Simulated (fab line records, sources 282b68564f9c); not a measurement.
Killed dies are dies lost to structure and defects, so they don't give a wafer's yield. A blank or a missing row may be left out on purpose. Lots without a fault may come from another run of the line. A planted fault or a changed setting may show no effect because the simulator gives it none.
fab line records | flow rit_cmos
record lots=6 wafers=18 last_day=7
route steps=202 shown PRETRO@72 GATE@75 FOX2@80 M1@202
lots that met no fault: from a run of the same line without faults
start_h: hours from the record's first day to the start of the lot's first wafer shown | wait_h: hours since the lot's step before | " the same as in the row above | L1.1+2: a row that stands for several wafers | - no value, or no start given | * or withheld: withheld | < > ~ a bound
route shown NAME@n: a module of which the file shows steps, and the number in the route of the first | usual: mean/standard deviation of fault-free wafers | same: alike in all rows | chamber/n: place in a boat | sites: the reading at each site | _std_site: their standard deviation | _edge_site: outer sites' mean less inner sites' | radius_mm: how far each site lies from the wafer's centre | mask NAME#n: copy n | behind: the tool/chamber that last shaped the wafer | hold: why the lot was held/for how many hours/how that ended | device: the transistor (n, p or np) that didn't switch | end of line: the same wafers' tests at the end of the route | a step without rows: its recipe alone | killed: dies lost to structure and defects at the first sort, not the wafer's yield | map: a wafer's dies, x killed, . not, _ none there
set.NAME: the setting as run; set.NAME@STEP: as run at that earlier step | model.NAME: the simulator's own value behind a step, which no gauge read
lots at some steps of the route; a table a step, a row a wafer
services: from which hour (start_h, from the record's first day; less than 0 if before it) a tool's chamber was out of use, for how many hours, and why
## steps
# step RIT_PRETRO_IMPLANT_08
# recipe species=B energy_kev=45 dose_cm2=1.2e+13 tilt_deg=7
# step RIT_PRETRO_STRIP_09
# recipe chemistry=O2 time_s=180 resist=NOVOLAK platen_temp_c=withheld power_w=500 pressure_mtorr=4000 o2_flow_sccm=4000
# usual drypump_motor_current_A=5.6/0.38
# columns lot.wafer tool chamber start_h wait_h drypump_motor_current_A rf_hours_counter_h
L145.2 plasma_asher-04 1 65.13 0.1 5.1 44
L145.4 " 1 " " 5.1 -
L145.6 " 0 " " 5.7 -
L146.2 plasma_asher-03 1 70.11 0.1 5.2 42
L146.5 " 1 " " 5.2 -
L146.6 " 0 " " 6.0 -
L149.1 plasma_asher-03 1 84.55 0.1 5.2 44
L149.3 " 0 " " 6.0 -
L149.6 " 0 " " 6.0 -
L154.3 plasma_asher-01 1 109.44 0.1 6.1 -
L154.5 " 0 " " 5.6 -
L154.6 " 1 " " 6.1 -
L157.3 plasma_asher-04 0 124.77 0.1 5.7 -
L157.5 " 0 " " 5.7 -
L157.6 " 1 " " 5.1 -
L159.1 plasma_asher-01 0 138.14 0.1 5.6 30
L159.2 " 1 " " 6.1 30
L159.4 " 1 " " 6.1 -
# step RIT_PRETRO_TW_MEAS_10
# usual PRETRO_TW=473/3.6
# columns lot.wafer tool chamber start_h wait_h PRETRO_TW
L145.2 film_metro-03 - 65.31 0.1 469
L145.4 " - " " 471
L145.6 " - " " 473
L146.2 film_metro-02 - 70.29 0.1 472
L146.5 " - " " 470
L146.6 " - " " 470
L149.1 film_metro-03 - 84.73 0.1 474
L149.3 " - " " 474
L149.6 " - " " 474
L154.3 film_metro-02 - 109.57 0.1 476
L154.5 " - " " 476
L154.6 " - " " 473
L157.3 film_metro-03 - 124.90 0.1 478
L157.5 " - " " 477
L157.6 " - " " 476
L159.1 film_metro-03 - 138.31 0.1 477
L159.2 " - " " 480
L159.4 " - " " 477
# step RIT_GATE_WET_ETCH_00
# recipe chemistry=BOE target=SiO2 target_depth_nm=56 time_s=60 dry=n2_spin dilution=10:1 temp_c=21.5
# step RIT_GATE_CLEAN_01
# recipe chemistry=SC1 mix=3:3:50 time_s=600 temp_c=75
# step RIT_GATE_CLEAN_02
# recipe chemistry=dHF dilution=50:1 time_s=30
# step RIT_GATE_CLEAN_03
# recipe chemistry=SC2 mix=3:3:50 time_s=600 temp_c=75 dry=n2_spin
# step RIT_GATE_CLEAN_04
# recipe chemistry=dHF dilution=50:1 time_s=60 dry=n2_spin
# step RIT_FOX2_THK_MEAS_91
# recipe reads=SiO2_of_FOX2_OXIDATION_00
# usual FIELD_OXIDE_LEFT_2_THK=256/7.9
# columns lot.wafer tool chamber start_h wait_h FIELD_OXIDE_LEFT_2_THK[nm]
L145.2 film_metro-01 - 65.79 0.0 264
L145.4 " - " " 267
L145.6 " - " " 272
L146.2 film_metro-02 - 70.77 0.0 267
L146.5 " - " " 266
L146.6 " - " " 270
L149.1 film_metro-01 - 85.22 0.0 259
L149.3 " - " " 259
L149.6 " - " " 262
L154.3 film_metro-01 - 110.05 0.0 246
L154.5 " - " " 254
L154.6 " - " " 242
L157.3 film_metro-02 - 125.38 0.0 276
L157.5 " - " " 275
L157.6 " - " " 276
L159.1 film_metro-02 - 138.79 0.0 248
L159.2 " - " " 258
L159.4 " - " " 251
# step RIT_GATE_OXIDATION_05
# recipe temp_c=900 ambient=O2 target_thk_a=30 ox_time_s=270
# step RIT_GATE_ANNEAL_06
# recipe temp_c=900 time_s=600 ambient=N2O
# step RIT_GATE_THK_MEAS_07
# recipe reads=SiO2_of_GATE_OXIDATION_05
# usual GATE_OXIDE_THK=3.02/0.063
# columns lot.wafer tool chamber start_h wait_h GATE_OXIDE_THK[nm]
L145.2 film_metro-03 - 69.70 0.0 3.11
L145.4 " - " " 3.12
L145.6 " - " " 3.18
L146.2 film_metro-03 - 74.70 0.0 3.03
L146.5 " - " " 3.04
L146.6 " - " " 3.00
L149.1 film_metro-02 - 86.61 0.0 2.98
L149.3 " - " " 3.04
L149.6 " - " " 3.05
L154.3 film_metro-02 - 112.90 0.0 3.08
L154.5 " - " " 3.10
L154.6 " - " " 3.04
L157.3 film_metro-02 - 127.32 0.0 3.04
L157.5 " - " " 3.05
L157.6 " - " " 3.09
L159.1 film_metro-03 - 140.18 0.0 3.04
L159.2 " - " " 2.99
L159.4 " - " " 3.09
# step RIT_GATE_CVD_08
# recipe material=poly-Si target_thk_nm=250 temp_c=610 precursor=SiH4 time_s=2220 pressure_mtorr=300 sih4_flow_sccm=100
# usual spike_tc_centre_C=612.7/1 spike_tc_load_C=631.2/2 spike_tc_source_C=630.5/1.7 susceptor_temp_C=610.0/0.32 zone_power_source_pct=12.4/1
# columns lot.wafer tool chamber start_h wait_h spike_tc_centre_C spike_tc_load_C spike_tc_source_C susceptor_temp_C zone_power_source_pct model.poly-Si_of_GATE_CVD_08.thk_nm
L145.2 lpcvd-01 0 69.75 0.0 612.9 629.5 633.3 609.2 12.6 253
L145.4 " 0 " " 611.4 629.7 629.9 609.8 12.6 250.3
L145.6 " 0 " " 613.3 629.3 631.7 609.4 12.6 251.7
L146.2 lpcvd-02 0 74.75 0.0 612.1 631.2 631.7 609.9 13.1 249.6
L146.5 " 0 " " 611.3 629.3 632.3 609.4 13.2 251
L146.6 " 0 " " 612.7 629.9 630.1 609.7 13.0 250.5
L149.1 lpcvd-01 0 87.25 0.6 611.4 630.5 631.4 609.9 12.9 245.8
L149.3 " 0 " " 613.3 627.6 630.8 609.5 12.7 247.4
L149.6 " 0 " " 612.0 630.0 631.1 610.0 12.9 247.8
L154.3 lpcvd-02 0 112.94 0.0 627.1 646.1 646.0 625.6 13.7 359.2
L154.5 " 0 " " 627.6 646.4 644.6 625.2 13.7 359.2
L154.6 " 0 " " 627.4 645.8 645.3 625.5 14.2 360
L157.3 lpcvd-02 0 128.53 1.2 626.2 645.8 645.9 624.9 13.8 353.6
L157.5 " 0 " " 627.1 645.6 647.5 624.9 13.8 353.4
L157.6 " 0 " " 627.9 645.6 647.1 625.6 13.5 352.7
L159.1 lpcvd-01 0 140.24 0.1 614.7 627.8 631.2 609.8 12.8 248.9
L159.2 " 0 " " 612.6 628.9 631.4 610.1 12.7 245.3
L159.4 " 0 " " 612.6 628.1 633.1 609.7 12.9 246.5
# step RIT_GATE_THK_MEAS_09
# recipe reads=poly-Si_of_GATE_CVD_08
# usual GATE_POLY_THK=250.8/2.6
# columns lot.wafer tool chamber start_h wait_h GATE_POLY_THK[nm]
L145.2 film_metro-03 - 71.38 0.0 253.1
L145.4 " - " " 250.3
L145.6 " - " " 251.5
L146.2 film_metro-02 - 76.38 0.0 249.6
L146.5 " - " " 251.1
L146.6 " - " " 250.4
L149.1 film_metro-03 - 88.87 0.0 245.9
L149.3 " - " " 247.3
L149.6 " - " " 247.9
L154.3 film_metro-02 - 114.57 0.0 359.2
L154.5 " - " " 359.2
L154.6 " - " " 359.8
L157.3 film_metro-02 - 130.17 0.0 353.7
L157.5 " - " " 353.6
L157.6 " - " " 352.4
L159.1 film_metro-03 - 141.85 0.0 249.0
L159.2 " - " " 245.2
L159.4 " - " " 246.6
# step RIT_GATE_HMDS_10
# recipe prime_time_s=60 prime_temp_c=140
# step RIT_GATE_COAT_11
# recipe resist=NOVOLAK spin_rpm=4250 resist_thk_nm=850
# step RIT_GATE_SOFTBAKE_12
# recipe resist=NOVOLAK temp_c=90 time_s=60
# step RIT_GATE_EXPOSE_13
# recipe mask_id=M6 na=0.6 source_shape=conventional sigma_outer=0.6 target_cd_nm=150 dose_mj=380
# step RIT_GATE_PEB_14
# recipe resist=NOVOLAK temp_c=withheld time_s=withheld
# step RIT_GATE_DEVELOP_15
# recipe resist=NOVOLAK develop_time_s=50 dev_temp_c=23
# step RIT_GATE_CD_MEAS_16
# recipe target_cd_nm=150
# usual cd_nm=150.1/2.9
# columns lot.wafer tool chamber start_h wait_h cd_nm
L145.2 cd_sem-02 - 72.49 - 153.6
L145.4 " - " " 153.7
L145.6 " - " " 155.0
L146.2 cd_sem-02 - 77.30 - 150.9
L146.5 " - " " 151.4
L146.6 " - " " 150.7
L149.1 cd_sem-02 - 89.78 - 152.1
L149.3 " - " " 149.9
L149.6 " - " " 152.2
L154.3 cd_sem-01 - 115.79 - 148.1
L154.5 " - " " 148.6
L154.6 " - " " 150.2
L157.3 cd_sem-02 - 131.10 - 149.0
L157.5 " - " " 149.2
L157.6 " - " " 149.3
L159.1 cd_sem-01 - 142.76 - 150.4
L159.2 " - " " 151.6
L159.4 " - " " 151.5
# step RIT_GATE_OVL_MEAS_17
# usual GATE_OVL=0.5/1.3
# columns lot.wafer tool chamber start_h wait_h GATE_OVL[nm]
L145.2 overlay-02 - 72.60 0.1 -0.5
L145.4 " - " " 1.3
L145.6 " - " " 0.8
L146.2 overlay-01 - 77.40 0.1 -0.3
L146.5 " - " " -0.6
L146.6 " - " " 1.0
L149.1 overlay-02 - 89.90 0.1 -0.4
L149.3 " - " " 0.2
L149.6 " - " " -0.9
L154.3 overlay-02 - 115.88 0.1 0.3
L154.5 " - " " 2.2
L154.6 " - " " 1.4
L157.3 overlay-01 - 131.19 0.1 -1.3
L157.5 " - " " -2.0
L157.6 " - " " -3.0
L159.1 overlay-02 - 142.88 0.1 2.2
L159.2 " - " " 1.2
L159.4 " - " " 3.2
# step RIT_GATE_HARDBAKE_18
# recipe resist=NOVOLAK temp_c=140 time_s=60
# step RIT_GATE_ETCH_19
# recipe chemistry=SF6/CHF3/O2 time_s=165 SF6_flow_sccm=30 CHF3_flow_sccm=30 O2_flow_sccm=5 target=poly-Si pressure_mtorr=40 rf_w=160 target_depth_a=3125 over_etch_frac=0.25 stop_on=SiO2
# usual drypump_motor_current_A=5.43/0.21 oes_product_au=0.851/0.014 rf_fwd_power_W=159.4/0.5 throttle_valve_pct=10.33/0.17
# same over_etch_frac=0.25
# columns lot.wafer tool chamber start_h wait_h drypump_motor_current_A oes_product_au rf_fwd_power_W rf_hours_counter_h throttle_valve_pct model.GATE.feature_depth_nm model.etch.depth_nm
L145.2 rie_si-02 0 72.80 0.1 5.64 0.855 158.2 1 10.37 253 253
L145.4 " 3 " " 5.17 0.874 159.7 85 10.49 250.3 250.3
L145.6 " 0 " " 5.66 0.855 158.9 - 10.37 251.7 251.7
L146.2 rie_si-01 3 77.87 0.1 5.56 0.828 158.7 1 10.43 249.6 249.6
L146.5 " 0 " " 5.20 0.852 159.0 - 10.34 251 251
L146.6 " 3 " " 5.55 0.829 159.9 - 10.45 250.5 250.5
L149.1 rie_si-02 2 90.08 0.1 5.57 0.856 160.1 65 10.11 245.8 245.8
L149.3 " 0 " " 5.66 0.840 159.9 1 10.38 247.4 247.4
L149.6 " 0 " " 5.65 0.840 160.0 - 10.38 247.8 247.8
L154.3 rie_si-01 2 116.05 0.1 5.18 0.999 159.8 95 9.96 310.3 310.3
L154.5 " 2 " " 5.18 0.991 159.2 - 9.97 309.1 309.1
L154.6 " 3 " " 5.54 0.987 160.0 - 10.43 310.7 310.7
L157.3 rie_si-02 3 131.36 0.1 5.18 0.998 160.2 86 10.51 307.4 307.4
L157.5 " 0 " " 5.65 1.008 159.1 - 10.34 314.2 314.2
L157.6 " 1 " " 5.67 0.990 159.9 - 10.34 312.9 312.9
L159.1 rie_si-02 3 143.07 0.1 5.18 0.862 159.3 86 10.51 248.9 248.9
L159.2 " 1 " " 5.69 0.827 159.8 0 10.34 245.3 245.3
L159.4 " 2 " " 5.57 0.851 159.7 65 10.13 246.5 246.5
# step RIT_GATE_STRIP_20
# recipe chemistry=O2 time_s=180 resist=NOVOLAK platen_temp_c=withheld power_w=500 pressure_mtorr=4000 o2_flow_sccm=4000
# usual drypump_motor_current_A=5.6/0.53
# columns lot.wafer tool chamber start_h wait_h drypump_motor_current_A rf_hours_counter_h
L145.2 plasma_asher-03 1 72.91 0.1 5.2 43
L145.4 " 1 " " 5.2 -
L145.6 " 0 " " 6.0 -
L146.2 plasma_asher-02 1 77.98 0.1 5.2 45
L146.5 " 0 " " 6.5 -
L146.6 " 1 " " 5.2 -
L149.1 plasma_asher-02 0 90.19 0.1 6.5 46
L149.3 " 1 " " 5.1 -
L149.6 " 0 " " 6.5 -
L154.3 plasma_asher-03 1 116.22 0.1 5.2 -
L154.5 " 0 " " 6.0 -
L154.6 " 1 " " 5.2 -
L157.3 plasma_asher-02 0 131.53 0.1 6.5 -
L157.5 " 1 " " 5.2 -
L157.6 " 0 " " 6.5 -
L159.1 plasma_asher-04 0 143.18 0.1 5.7 3
L159.2 " 1 " " 5.1 3
L159.4 " 0 " " 5.7 -
# step RIT_M1_PROBE_99
# usual killed_at_front_end=7/3 killed_dies=7/3 killed_on_rim=1.8/1.5 killed_open=3.3/1.8 killed_short=3.3/2.2
# same gross_dies=264 killed_at_M0_to_M3=0 killed_at_M4_up=0 killed_at_back_side=0 killed_at_contacts=0 killed_at_other=0
# columns lot.wafer tool chamber start_h wait_h killed_at_front_end killed_dies killed_on_rim killed_open killed_short
L145.2 prober-01 - 100.82 0.1 8 8 2 4 4
L145.4 prober-01 - 100.92 0.2 8 8 0 1 7
L145.6 prober-01 - 101.02 0.2 4 4 1 3 1
L146.2 prober-02 - 100.82 0.1 4 4 0 2 2
L146.5 prober-02 - 100.97 0.2 4 4 0 3 1
L146.6 prober-02 - 101.02 0.2 3 3 0 2 1
L149.1 prober-02 - 111.39 0.1 2 2 0 1 1
L149.3 prober-02 - 111.49 0.2 8 8 5 5 3
L149.6 prober-02 - 111.64 0.2 5 5 2 1 4
L154.3 prober-01 - 140.58 0.2 264 264 70 2 1
L154.5 prober-01 - 140.68 0.2 264 264 70 4 1
L154.6 prober-01 - 140.73 0.2 264 264 70 2 1
L157.3 prober-02 - 152.56 0.2 264 264 70 8 5
L157.5 prober-02 - 152.66 0.2 264 264 70 3 6
L157.6 prober-02 - 152.71 0.2 264 264 70 2 4
L159.1 prober-02 - 163.00 0.1 11 11 3 5 6
L159.2 prober-02 - 163.05 0.1 6 6 1 1 5
L159.4 prober-02 - 163.15 0.2 14 14 4 6 8
# killed by level:class
L145.2 GATE:geometric_particle:short=3 FOX1:geometric_particle:open=2 FOX1:geometric_particle:short=1 GATE:geometric_particle:open=1 SPACER:geometric_particle:open=1
L146.2 GATE:geometric_particle:open=2 GATE:geometric_particle:short=2
L145.4 FOX1:geometric_particle:short=3 SPACER:geometric_particle:short=2 FOX1:geometric_particle:open=1 FOX2:geometric_particle:short=1 SILICIDE:geometric_particle:short=1
L146.5 GATE:geometric_particle:open=2 FOX1:geometric_particle:open=1 GATE:geometric_particle:short=1
L145.6 GATE:geometric_particle:open=1 SPACER:geometric_particle:short=1 SPACER:geometric_particle:open=1 SILICIDE:geometric_particle:open=1
L146.6 FOX1:geometric_particle:open=1 SPACER:geometric_particle:open=1 SILICIDE:geometric_particle:short=1
L149.1 FOX2:geometric_particle:short=1 REOX:geometric_particle:open=1
L149.3 FOX1:geometric_particle:short=2 GATE:geometric_particle:open=2 FOX1:geometric_particle:open=1 GATE:geometric_particle:short=1 SPACER:geometric_particle:open=1 SILICIDE:geometric_particle:open=1
L149.6 GATE:geometric_particle:short=4 SPACER:geometric_particle:open=1
L154.3 GATE:area_etch=261 GATE:geometric_particle:open=1 REOX:geometric_particle:open=1 SPACER:geometric_particle:short=1
L154.5 GATE:area_etch=259 REOX:geometric_particle:open=3 FOX2:geometric_particle:open=1 GATE:geometric_particle:short=1
L154.6 GATE:area_etch=261 GATE:geometric_particle:open=2 REOX:geometric_particle:short=1
L157.3 GATE:area_etch=251 GATE:geometric_particle:open=3 GATE:geometric_particle:short=2 SPACER:geometric_particle:short=2 SPACER:geometric_particle:open=2 SILICIDE:geometric_particle:open=2 FOX1:geometric_particle:open=1 FOX1:geometric_particle:short=1
L157.5 GATE:area_etch=255 GATE:geometric_particle:short=3 FOX2:geometric_particle:short=2 GATE:geometric_particle:open=2 SPACER:geometric_particle:open=1 SPACER:geometric_particle:short=1
L157.6 GATE:area_etch=258 FOX1:geometric_particle:short=2 FOX2:geometric_particle:short=1 GATE:geometric_particle:open=1 SILICIDE:geometric_particle:open=1 SILICIDE:geometric_particle:short=1
L159.1 FOX2:geometric_particle:open=3 FOX1:geometric_particle:short=2 REOX:geometric_particle:short=2 GATE:geometric_particle:short=1 GATE:geometric_particle:open=1 REOX:geometric_particle:open=1 SPACER:geometric_particle:short=1
L159.2 FOX2:geometric_particle:short=2 FOX1:geometric_particle:open=1 GATE:geometric_particle:short=1 REOX:geometric_particle:short=1 SPACER:geometric_particle:short=1
L159.4 FOX1:geometric_particle:short=4 GATE:geometric_particle:open=2 SILICIDE:geometric_particle:open=2 GATE:geometric_particle:short=1 REOX:geometric_particle:short=1 REOX:geometric_particle:open=1 SPACER:geometric_particle:short=1 SPACER:geometric_particle:open=1
# map L154.3 (x killed, . not)
________xxxxxxx_______
_____xxxxxxxxxxxxx____
____xxxxxxxxxxxxxxx___
___xxxxxxxxxxxxxxxxx__
__xxxxxxxxxxxxxxxxxxx_
__xxxxxxxxxxxxxxxxxxx_
_xxxxxxxxxxxxxxxxxxxxx
_xxxxxxxxxxxxxxxxxxxxx
_xxxxxxxxxxxxxxxxxxxxx
_xxxxxxxxxxxxxxxxxxxxx
__xxxxxxxxxxxxxxxxxxx_
__xxxxxxxxxxxxxxxxxxx_
___xxxxxxxxxxxxxxxxx__
____xxxxxxxxxxxxxxx___
_____xxxxxxxxxxxxx____
________xxxxxxx_______
# map L157.3 (x killed, . not)
________xxxxxxx_______
_____xxxxxxxxxxxxx____
____xxxxxxxxxxxxxxx___
___xxxxxxxxxxxxxxxxx__
__xxxxxxxxxxxxxxxxxxx_
__xxxxxxxxxxxxxxxxxxx_
_xxxxxxxxxxxxxxxxxxxxx
_xxxxxxxxxxxxxxxxxxxxx
_xxxxxxxxxxxxxxxxxxxxx
_xxxxxxxxxxxxxxxxxxxxx
__xxxxxxxxxxxxxxxxxxx_
__xxxxxxxxxxxxxxxxxxx_
___xxxxxxxxxxxxxxxxx__
____xxxxxxxxxxxxxxx___
_____xxxxxxxxxxxxx____
________xxxxxxx_______
## services
# columns tool chamber start_h hours kind
rie_si-01 1 57.88 - clean
rie_si-01 1 57.88 21.3 scheduled_down
rie_si-01 1 57.88 21.3 vent_cycle
rie_si-02 1 74.53 - clean
rie_si-02 1 74.53 19.0 scheduled_down
rie_si-02 1 74.53 19.0 vent_cycle
rie_si-02 3 86.12 2.4 repair
plasma_asher-04 - 108.75 9.0 pm
plasma_asher-04 0 108.75 9.0 vent_cycle
plasma_asher-04 1 108.75 9.0 vent_cycle
rie_si-01 1 112.03 5.1 repair
plasma_asher-04 0 117.75 - clean
plasma_asher-04 1 117.75 - clean
rie_si-01 2 122.64 1.0 repair
## key
first_sign step=RIT_GATE_CVD_08 reading=susceptor_temp_C direction=up sigmas=47 usual=* struck=*
effect step=RIT_GATE_CVD_08 reading=spike_tc_centre_C direction=up sigmas=14 usual=612.7 struck=627.2
effect step=RIT_GATE_THK_MEAS_09 reading=GATE_POLY_THK direction=up sigmas=41 usual=250.8 struck=356.3
effect step=RIT_GATE_ETCH_19 reading=oes_product_au direction=up sigmas=11 usual=0.851 struck=0.995
effect step=RIT_M1_PROBE_99 reading=killed_dies direction=up sigmas=86 usual=7 struck=264
model_effect step=RIT_GATE_CVD_08 value=poly-Si_of_GATE_CVD_08.thk_nm without=251.2 struck=356.4
model_effect step=RIT_GATE_ETCH_19 value=GATE.feature_depth_nm without=251.2 struck=310.8
more_kills_born_at RIT_GATE_ETCH_19@rie_si-01=781 RIT_GATE_ETCH_19@rie_si-02=764
met_at RIT_GATE_CVD_08
struck_wafers L154.3,L154.5,L154.6,L157.3,L157.5,L157.6
later_rows_left_out L154.3,L154.5,L154.6,L157.3,L157.5,L157.6
tester_left_out L154,L157
onset_between 74.75 112.94
fault kind=process_parameter_drift tool=lpcvd-02 chamber=0 onset_h=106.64 steps=RIT_GATE_CVD_08 channel=temp_c offset=* shape=step end_h=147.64 acts_in=* stated=*
# tester_left_out: of these lots the tester's yield and bins aren't shown, on N5 and GAA mostly nor the transistor test; their killed dies are dies lost to structure and defects alone, not to doping, threshold or leakage, so they don't give the yield
# later_rows_left_out: the simulator's readings of these wafers behind a module that went badly wrong aren't trusted and aren't shown, but for the sort
